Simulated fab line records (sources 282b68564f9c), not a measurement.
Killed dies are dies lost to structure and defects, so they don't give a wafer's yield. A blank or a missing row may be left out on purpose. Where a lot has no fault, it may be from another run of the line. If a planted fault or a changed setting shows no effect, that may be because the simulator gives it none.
8D (eight disciplines) problem report, filled in by code / flow rit_cmos / the parts of the form that need people (team, actions taken, sign-off) are left out

## 1. THE PROBLEM
chamber_o2_ppm at RIT_SILICIDE_RTA_04 reads a mean of 1502.000 on 9 wafers of 3 lots; wafers without a fault read 2.003 with a standard deviation of 0.022. That is +99 or more standard deviations from the usual mean.
The step: time 10 s, ramp up 5 s, ramp down 5 s.
First seen on wafer L788.4, day 5 10:37, on rtp_anneal-01. Wafers with a number at this step in the record: 45, from 15 lots. Rule for "out" (also "out of limits"): further than 4 standard deviations from the usual mean. All remaining wafers that have a number are taken as sound.

## 2. WHAT IT IS AND WHAT IT IS NOT
question=which readings at this step | is=chamber_o2_ppm | is not=wafer_temp_C_max
question=which lots | is=L788, L790, L792 | is not=L778, L779, L780, L782, L783, L784, L785, L791, L793, L795, L800, L801
question=which wafers of those lots | is=all that have a number | is not=-
question=read on which tools | is=rtp_anneal-01 | is not=rtp_anneal-02
question=when | is=from day 5 10:37 | is not=up to then (21 sound wafers); but 15 sound wafers of L791, L793, L795, L800, L801 came after

## 3. THE SUSPECTS, EACH WITH WHAT RULES IT OUT
Counting: a tool at any process step up to the reading remains a suspect when it ran all the lots that are out and ran no sound lot after the first of those.
- rtp_anneal-01 at RIT_SILICIDE_RTA_04 (time 10 s, ramp up 5 s, ramp down 5 s): kept. It ran every lot that is out, first L788 (day 5 10:37), and no sound lot after that; its last sound lot up to then is L785 (day 5 01:40). Out on those wafers are its own readings of chamber_o2_ppm.
The count leaves rtp_anneal-01 at RIT_SILICIDE_RTA_04.

## 4. THE CAUSE (what the simulator had put in)
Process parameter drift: rtp_anneal-01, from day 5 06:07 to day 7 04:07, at RIT_SILICIDE_RTA_04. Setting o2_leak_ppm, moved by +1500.
Counting left only this tool.

## 5. THE CHAIN OF EFFECTS, in route order
Rows list readings where the struck wafers' mean (over those with a number) sits beyond 3 standard deviations from the usual. Only readings whose record carries a usual standard deviation are examined. hours: median over the lots of the time between each lot's start at the first step of this table that gives one and its start at this step. sigmas: the change, counted in usual standard deviations.
hours=0; step=RIT_SILICIDE_RTA_04; reading=chamber_o2_ppm; usual=2.003; on struck wafers=1502.000; change=+1499.997; sigmas=+99 or more
Here are the process steps it includes:
- RIT_SILICIDE_RTA_04: time 10 s, ramp up 5 s, ramp down 5 s.

## 6. WHAT WOULD HAVE CAUGHT IT SOONER
First out-of-limits reading in this record: day 5 10:37, which is 4 hours after fault onset at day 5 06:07.
